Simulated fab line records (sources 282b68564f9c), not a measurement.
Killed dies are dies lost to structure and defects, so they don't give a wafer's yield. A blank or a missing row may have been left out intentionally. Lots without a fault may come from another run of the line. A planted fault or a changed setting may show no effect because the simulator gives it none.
Commonality check across tools || flow rit_cmos || 14 lots and 42 wafers in the sample

WHAT PROMPTED THE OPENING
On 2 of the 14 lots, a flag is raised at RIT_GATE_CD_MEAS_16 on the reading cd_nm. No-fault wafers: 148.7 nm, standard deviation 2.5.
Rule: a lot is flagged when every wafer of it that has a number lies more than 4 standard deviations from that mean, or none has a number. As for the other lots, they are considered sound.

{"lot": "L901", "measured": "day 2 18:31", "on": "cd_sem-01", "cd_nm (nm), wafer by wafer": "150.3 152.0 150.1", "flag": ""}
{"lot": "L902", "measured": "day 2 23:35", "on": "cd_sem-02", "cd_nm (nm), wafer by wafer": "148.0 146.3 148.5", "flag": ""}
{"lot": "L903", "measured": "day 3 02:34", "on": "cd_sem-02", "cd_nm (nm), wafer by wafer": "147.4 147.5 150.1", "flag": ""}
{"lot": "L904", "measured": "day 3 08:40", "on": "cd_sem-01", "cd_nm (nm), wafer by wafer": "149.1 150.3 146.9", "flag": ""}
{"lot": "L905", "measured": "day 3 13:05", "on": "cd_sem-01", "cd_nm (nm), wafer by wafer": "151.6 152.3 151.4", "flag": ""}
{"lot": "L906", "measured": "day 3 18:17", "on": "cd_sem-02", "cd_nm (nm), wafer by wafer": "148.4 147.4 146.0", "flag": ""}
{"lot": "L907", "measured": "day 3 23:21", "on": "cd_sem-01", "cd_nm (nm), wafer by wafer": "143.2 145.0 144.3", "flag": ""}
{"lot": "L911", "measured": "day 4 19:26", "on": "cd_sem-01", "cd_nm (nm), wafer by wafer": "148.5 145.6 149.4", "flag": ""}
{"lot": "L914", "measured": "day 5 11:02", "on": "cd_sem-01", "cd_nm (nm), wafer by wafer": "147.1 145.6 145.9", "flag": ""}
{"lot": "L913", "measured": "day 5 11:28", "on": "cd_sem-01", "cd_nm (nm), wafer by wafer": "159.2 159.4 161.1", "flag": "FLAGGED"}
{"lot": "L915", "measured": "day 5 14:58", "on": "cd_sem-02", "cd_nm (nm), wafer by wafer": "161.3 160.4 162.6", "flag": "FLAGGED"}
{"lot": "L919", "measured": "day 6 11:16", "on": "cd_sem-01", "cd_nm (nm), wafer by wafer": "144.5 146.9 147.8", "flag": ""}
{"lot": "L920", "measured": "day 6 16:03", "on": "cd_sem-02", "cd_nm (nm), wafer by wafer": "152.0 150.0 149.9", "flag": ""}
{"lot": "L922", "measured": "day 7 03:06", "on": "cd_sem-02", "cd_nm (nm), wafer by wafer": "144.2 144.3 143.5", "flag": ""}
On average the flagged lots' numbers are 160.7 nm, which is +12.0 nm against the usual, or +5 standard deviations.

EACH LOT AND THE TOOL IT RAN ON
The record keeps 1 process step preceding the reading, out of 202 steps on the route. Read each cell as the tool, then ch plus the chambers that the sampled wafers visited, then the start.
{"lot": "L901", "flag": "", "RIT_GATE_COAT_11": "litho_track-01 ch 0, day 2 17:40"}
{"lot": "L902", "flag": "", "RIT_GATE_COAT_11": "litho_track-02 ch 0, day 2 22:53"}
{"lot": "L903", "flag": "", "RIT_GATE_COAT_11": "litho_track-04 ch 0, day 3 01:52"}
{"lot": "L904", "flag": "", "RIT_GATE_COAT_11": "litho_track-04 ch 0, day 3 07:58"}
{"lot": "L905", "flag": "", "RIT_GATE_COAT_11": "litho_track-01 ch 0, day 3 12:23"}
{"lot": "L906", "flag": "", "RIT_GATE_COAT_11": "litho_track-02 ch 0, day 3 17:33"}
{"lot": "L907", "flag": "", "RIT_GATE_COAT_11": "litho_track-04 ch 0, day 3 22:32"}
{"lot": "L911", "flag": "", "RIT_GATE_COAT_11": "litho_track-04 ch 0, day 4 18:26"}
{"lot": "L914", "flag": "", "RIT_GATE_COAT_11": "litho_track-02 ch 0, day 5 10:20"}
{"lot": "L913", "flag": "FLAGGED", "RIT_GATE_COAT_11": "litho_track-04 ch 0, day 5 10:38"}
{"lot": "L915", "flag": "FLAGGED", "RIT_GATE_COAT_11": "litho_track-04 ch 0, day 5 14:16"}
{"lot": "L919", "flag": "", "RIT_GATE_COAT_11": "litho_track-02 ch 0, day 6 10:34"}
{"lot": "L920", "flag": "", "RIT_GATE_COAT_11": "litho_track-02 ch 0, day 6 15:13"}
{"lot": "L922", "flag": "", "RIT_GATE_COAT_11": "litho_track-01 ch 0, day 7 02:17"}
What these steps do:
- RIT_GATE_COAT_11: resist thk 850 nm.
- RIT_GATE_CD_MEAS_16: target cd 150 nm.

FLAGGED OVER TOTAL, TOOL BY TOOL (the gauges that took the reading come last)
{"step": "RIT_GATE_COAT_11", "tool": "litho_track-01", "lots run": 3, "flagged": 0, "share of the flagged lots": "none", "sound lots run after its first flagged lot": "-"}
{"step": "RIT_GATE_COAT_11", "tool": "litho_track-02", "lots run": 5, "flagged": 0, "share of the flagged lots": "none", "sound lots run after its first flagged lot": "-"}
{"step": "RIT_GATE_COAT_11", "tool": "litho_track-04", "lots run": 6, "flagged": 2, "share of the flagged lots": "all", "sound lots run after its first flagged lot": 0}
{"step": "RIT_GATE_CD_MEAS_16", "tool": "cd_sem-01", "lots run": 8, "flagged": 1, "share of the flagged lots": "some", "sound lots run after its first flagged lot": "1 (L919)"}
{"step": "RIT_GATE_CD_MEAS_16", "tool": "cd_sem-02", "lots run": 6, "flagged": 1, "share of the flagged lots": "some", "sound lots run after its first flagged lot": "2 (L920,L922)"}

WHAT THE TABLE ALLOWS
1 row of the table ran every flagged lot: litho_track-04 at RIT_GATE_COAT_11.
- litho_track-04 at RIT_GATE_COAT_11 ran 6 lots, 2 of them flagged. Its last sound lot is L911 (day 4 18:26), its first flagged lot L913 (day 5 10:38): a fault that began between those two fits. Its own readings (spin_speed_rpm) fall more than 4 standard deviations out on all wafers of the flagged lots.
Just one tool remains: litho_track-04 at RIT_GATE_COAT_11.

WHAT THE SIMULATOR HAD PUT IN
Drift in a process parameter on litho_track-04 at RIT_GATE_COAT_11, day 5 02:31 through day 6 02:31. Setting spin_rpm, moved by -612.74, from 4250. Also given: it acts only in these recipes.
Shown lots that were struck: L913, L915. The same result came from the rule above.
